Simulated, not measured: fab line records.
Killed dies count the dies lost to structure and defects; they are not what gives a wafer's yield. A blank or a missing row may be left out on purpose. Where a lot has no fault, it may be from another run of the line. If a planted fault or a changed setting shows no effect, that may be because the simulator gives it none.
What tool caused it? / flow ritCmos / Sampling: 14 lots, 42 wafers, 5 of 202 route steps

## WHAT THE GAUGES READ, wafer by wafer
RIT_PWELL_OVL_MEAS_06.
lot=L282; measured=day 2 04:47; on=overlay-01; PWELL_OVL (nm)=-1.3 -0.4 -1.2
lot=L283; measured=day 2 08:41; on=overlay-02; PWELL_OVL (nm)=-0.6 -2.4 -0.9
lot=L284; measured=day 2 12:52; on=overlay-02; PWELL_OVL (nm)=-0.9 -1.2 -2.6
lot=L285; measured=day 2 20:45; on=overlay-02; PWELL_OVL (nm)=-1.8 -0.4 0.7
lot=L286; measured=day 3 05:05; on=overlay-02; PWELL_OVL (nm)=-1.1 -1.5 -1.5
lot=L287; measured=day 3 11:53; on=overlay-02; PWELL_OVL (nm)=-2.3 -3.1 -2.9
lot=L288; measured=day 3 18:20; on=overlay-02; PWELL_OVL (nm)=-1.0 -2.1 -0.3
lot=L289; measured=day 3 20:04; on=overlay-02; PWELL_OVL (nm)=-4.2 -2.9 -4.2
lot=L291; measured=day 4 01:16; on=overlay-02; PWELL_OVL (nm)=-1.6 -2.2 -1.1
lot=L294; measured=day 4 16:35; on=overlay-02; PWELL_OVL (nm)=-1.8 -3.3 -3.0
lot=L295; measured=day 4 21:47; on=overlay-01; PWELL_OVL (nm)=-1.8 -1.3 -3.4
lot=L296; measured=day 5 03:15; on=overlay-01; PWELL_OVL (nm)=-1.6 -1.2 -0.2
lot=L303; measured=day 6 13:39; on=overlay-01; PWELL_OVL (nm)=-1.1 -0.4 -4.1
lot=L304; measured=day 6 18:40; on=overlay-01; PWELL_OVL (nm)=-1.5 -2.0 -2.1

RIT_REOX_THK_MEAS_04.
lot=L282; measured=day 3 00:34; on=filmMetro-03; REOX_OXIDE_THK (nm)=24.3 24.3 24.3
lot=L283; measured=day 3 14:11; on=filmMetro-01; REOX_OXIDE_THK (nm)=24.9 25.2 25.2
lot=L284; measured=day 3 14:11; on=filmMetro-03; REOX_OXIDE_THK (nm)=25.0 25.2 24.9
lot=L285; measured=day 4 00:25; on=filmMetro-02; REOX_OXIDE_THK (nm)=24.5 24.3 24.3
lot=L286; measured=day 4 06:02; on=filmMetro-03; REOX_OXIDE_THK (nm)=24.2 24.0 23.9
lot=L287; measured=day 4 12:41; on=filmMetro-02; REOX_OXIDE_THK (nm)=23.6 23.8 23.6
lot=L288; measured=day 4 14:53; on=filmMetro-02; REOX_OXIDE_THK (nm)=25.1 25.3 24.8
lot=L289; measured=day 4 14:53; on=filmMetro-03; REOX_OXIDE_THK (nm)=24.8 24.7 24.8
lot=L291; measured=day 5 00:19; on=filmMetro-01; REOX_OXIDE_THK (nm)=25.1 25.0 25.2
lot=L294; measured=day 5 14:21; on=filmMetro-02; REOX_OXIDE_THK (nm)=27.4 27.7 28.2
lot=L295; measured=day 5 17:21; on=filmMetro-01; REOX_OXIDE_THK (nm)=25.5 25.7 25.8
lot=L296; measured=day 5 23:53; on=filmMetro-02; REOX_OXIDE_THK (nm)=27.9 27.3 27.3
lot=L303; measured=day 7 15:37; on=filmMetro-03; REOX_OXIDE_THK (nm)=25.1 24.4 24.7
lot=L304; measured=day 7 19:29; on=filmMetro-02; REOX_OXIDE_THK (nm)=25.9 25.3 25.4

RIT_PLDD_TW_MEAS_10.
lot=L282; measured=day 3 03:49; on=filmMetro-03; PLDD_TW=2352 2352 2354
lot=L283; measured=day 3 17:09; on=filmMetro-04; PLDD_TW=2336 2345 2351
lot=L284; measured=day 3 17:24; on=filmMetro-01; PLDD_TW=2382 2377 2384
lot=L285; measured=day 4 03:23; on=filmMetro-03; PLDD_TW=2361 2372 2363
lot=L286; measured=day 4 09:21; on=filmMetro-03; PLDD_TW=2358 2371 2373
lot=L287; measured=day 4 15:31; on=filmMetro-04; PLDD_TW=2347 2351 2346
lot=L288; measured=day 4 17:56; on=filmMetro-04; PLDD_TW=2349 2359 2351
lot=L289; measured=day 4 18:08; on=filmMetro-04; PLDD_TW=2348 2353 2343
lot=L291; measured=day 5 03:40; on=filmMetro-03; PLDD_TW=2345 2340 2342
lot=L294; measured=day 5 17:25; on=filmMetro-04; PLDD_TW=2343 2348 2351
lot=L295; measured=day 5 20:19; on=filmMetro-01; PLDD_TW=2380 2374 2383
lot=L296; measured=day 6 03:04; on=filmMetro-03; PLDD_TW=2347 2350 2359
lot=L303; measured=day 7 18:29; on=filmMetro-04; PLDD_TW=2332 2339 2343
lot=L304; measured=day 7 22:19; on=filmMetro-03; PLDD_TW=2341 2341 2333

## TOOL THAT RAN EACH LOT (tool first, then ch and the chambers of the sampled wafers, then the start)
lot=L282; RIT_REOX_OXIDATION_03=furnace-01 ch 0, day 2 22:01; RIT_PLDD_STRIP_09=plasmaAsher-01 ch 0,1, day 3 03:38
lot=L283; RIT_REOX_OXIDATION_03=furnace-03 ch 0, day 3 11:38; RIT_PLDD_STRIP_09=plasmaAsher-04 ch 0,1, day 3 16:59
lot=L284; RIT_REOX_OXIDATION_03=furnace-03 ch 0, day 3 11:38; RIT_PLDD_STRIP_09=plasmaAsher-01 ch 0,1, day 3 17:13
lot=L285; RIT_REOX_OXIDATION_03=furnace-01 ch 0, day 3 21:52; RIT_PLDD_STRIP_09=plasmaAsher-02 ch 0,1, day 4 03:13
lot=L286; RIT_REOX_OXIDATION_03=furnace-01 ch 0, day 4 03:29; RIT_PLDD_STRIP_09=plasmaAsher-01 ch 0,1, day 4 09:10
lot=L287; RIT_REOX_OXIDATION_03=furnace-01 ch 0, day 4 10:07; RIT_PLDD_STRIP_09=plasmaAsher-04 ch 0,1, day 4 15:20
lot=L288; RIT_REOX_OXIDATION_03=furnace-03 ch 0, day 4 12:20; RIT_PLDD_STRIP_09=plasmaAsher-02 ch 0,1, day 4 17:46
lot=L289; RIT_REOX_OXIDATION_03=furnace-03 ch 0, day 4 12:20; RIT_PLDD_STRIP_09=plasmaAsher-01 ch 0,1, day 4 17:57
lot=L291; RIT_REOX_OXIDATION_03=furnace-04 ch 0, day 4 21:44; RIT_PLDD_STRIP_09=plasmaAsher-04 ch 0,1, day 5 03:31
lot=L294; RIT_REOX_OXIDATION_03=furnace-03 ch 0, day 5 11:47; RIT_PLDD_STRIP_09=plasmaAsher-02 ch 0,1, day 5 17:14
lot=L295; RIT_REOX_OXIDATION_03=furnace-04 ch 0, day 5 14:47; RIT_PLDD_STRIP_09=plasmaAsher-04 ch 0,1, day 5 20:11
lot=L296; RIT_REOX_OXIDATION_03=furnace-03 ch 0, day 5 21:20; RIT_PLDD_STRIP_09=plasmaAsher-02 ch 0,1, day 6 02:53
lot=L303; RIT_REOX_OXIDATION_03=furnace-01 ch 0, day 7 13:03; RIT_PLDD_STRIP_09=plasmaAsher-04 ch 0,1, day 7 18:20
lot=L304; RIT_REOX_OXIDATION_03=furnace-01 ch 0, day 7 16:55; RIT_PLDD_STRIP_09=plasmaAsher-04 ch 0,1, day 7 22:08
- RIT_REOX_OXIDATION_03: target thk 25.2 nm, ox time 5580 s.
- RIT_PLDD_STRIP_09: strips in O2, time 180 s.

## AS READ BY THE TOOLS THEMSELVES (means over the sampled wafers that have a number; for cases with no such wafer, the mark the record gives instead)
RIT_REOX_OXIDATION_03.
lot=L282; tool=furnace-01; spikeTcCentreC (C)=900.1; spikeTcLoadC (C)=927.3; spikeTcSourceC (C)=923.3; tubeCenterTempC (C)=900
lot=L283; tool=furnace-03; spikeTcCentreC (C)=904.7; spikeTcLoadC (C)=928.7; spikeTcSourceC (C)=923.8; tubeCenterTempC (C)=900
lot=L284; tool=furnace-03; spikeTcCentreC (C)=905.3; spikeTcLoadC (C)=928.4; spikeTcSourceC (C)=923.7; tubeCenterTempC (C)=900
lot=L285; tool=furnace-01; spikeTcCentreC (C)=899.3; spikeTcLoadC (C)=928.0; spikeTcSourceC (C)=923.0; tubeCenterTempC (C)=900
lot=L286; tool=furnace-01; spikeTcCentreC (C)=900.5; spikeTcLoadC (C)=928.3; spikeTcSourceC (C)=923.0; tubeCenterTempC (C)=900
lot=L287; tool=furnace-01; spikeTcCentreC (C)=899.9; spikeTcLoadC (C)=928.2; spikeTcSourceC (C)=923.9; tubeCenterTempC (C)=900
lot=L288; tool=furnace-03; spikeTcCentreC (C)=905.8; spikeTcLoadC (C)=929.7; spikeTcSourceC (C)=923.6; tubeCenterTempC (C)=900
lot=L289; tool=furnace-03; spikeTcCentreC (C)=904.5; spikeTcLoadC (C)=928.8; spikeTcSourceC (C)=923.3; tubeCenterTempC (C)=900
lot=L291; tool=furnace-04; spikeTcCentreC (C)=901.8; spikeTcLoadC (C)=924.8; spikeTcSourceC (C)=928.2; tubeCenterTempC (C)=900
lot=L294; tool=furnace-03; spikeTcCentreC (C)=915.6; spikeTcLoadC (C)=939.5; spikeTcSourceC (C)=934.4; tubeCenterTempC (C)=900
lot=L295; tool=furnace-04; spikeTcCentreC (C)=903.0; spikeTcLoadC (C)=924.2; spikeTcSourceC (C)=927.0; tubeCenterTempC (C)=900
lot=L296; tool=furnace-03; spikeTcCentreC (C)=914.3; spikeTcLoadC (C)=938.9; spikeTcSourceC (C)=933.2; tubeCenterTempC (C)=900
lot=L303; tool=furnace-01; spikeTcCentreC (C)=900.5; spikeTcLoadC (C)=928.0; spikeTcSourceC (C)=922.4; tubeCenterTempC (C)=900
lot=L304; tool=furnace-01; spikeTcCentreC (C)=900.2; spikeTcLoadC (C)=927.8; spikeTcSourceC (C)=923.9; tubeCenterTempC (C)=900

RIT_PLDD_STRIP_09.
lot=L282; tool=plasmaAsher-01; drypumpMotorCurrentA (A)=6.1
lot=L283; tool=plasmaAsher-04; drypumpMotorCurrentA (A)=5.9
lot=L284; tool=plasmaAsher-01; drypumpMotorCurrentA (A)=5.8
lot=L285; tool=plasmaAsher-02; drypumpMotorCurrentA (A)=6.0
lot=L286; tool=plasmaAsher-01; drypumpMotorCurrentA (A)=5.8
lot=L287; tool=plasmaAsher-04; drypumpMotorCurrentA (A)=5.9
lot=L288; tool=plasmaAsher-02; drypumpMotorCurrentA (A)=6.0
lot=L289; tool=plasmaAsher-01; drypumpMotorCurrentA (A)=5.7
lot=L291; tool=plasmaAsher-04; drypumpMotorCurrentA (A)=5.9
lot=L294; tool=plasmaAsher-02; drypumpMotorCurrentA (A)=6.0
lot=L295; tool=plasmaAsher-04; drypumpMotorCurrentA (A)=5.9
lot=L296; tool=plasmaAsher-02; drypumpMotorCurrentA (A)=6.0
lot=L303; tool=plasmaAsher-04; drypumpMotorCurrentA (A)=5.9
lot=L304; tool=plasmaAsher-04; drypumpMotorCurrentA (A)=5.9

## THE ANSWER, worked out from the rows above alone
Rule: the usual values come from the lots themselves. The widest of any qualifying gaps counts: lots, ordered by their means at a reading, are off when they make up no more than a third of the lots, leave a main group of 4 or more, and stand apart from it by 3 or more times the standard deviation of that group's means. A main group whose means are all the same, to the digits that the tables above print for the reading, isn't used. A lot without any number at a reading at which 4 lots or more have one is off too. The other lots that the step has rows for count as sound. First the gauges in route order, then the tools' own readings, where a lot's mean is used as printed above. At the first step where some lot is off, the reading lying furthest off is the one used; lots without a number count as furthest.
Off: at RIT_REOX_THK_MEAS_04 (REOX_OXIDE_THK), L294, L296. For the main group the mean is 24.8 nm and the standard deviation 0.57.
If a tool, at a process step before that reading, ran all the lots that are off and no sound lot after the first of them, it fits. Not tried: the gauges at RIT_REOX_THK_MEAS_04; whatever is off there is also off at RIT_REOX_OXIDATION_03, on other tools, and gauge error can't account for it. One candidate fits, namely furnace-03 at RIT_REOX_OXIDATION_03. Its last sound lot is L288 (day 4 12:20), its first lot that is off L294 (day 5 11:47): a fault that began between those two fits.
The tool's own readings at RIT_REOX_OXIDATION_03 bear it out: on the lots that are off they differ by more than 5 times the standard deviation of the sound lots' means. spikeTcCentreC reads 915.0 C there against 902.1 C on the sound lots; spikeTcLoadC reads 939.2 C there against 927.7 C on the sound lots; spikeTcSourceC reads 933.8 C there against 924.1 C on the sound lots.

## WHAT THE SIMULATOR PUT IN
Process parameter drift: furnace-03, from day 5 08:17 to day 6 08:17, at RIT_REOX_OXIDATION_03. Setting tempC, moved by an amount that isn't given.
Shown lots that were struck: L294, L296. The rule given above showed the same thing.
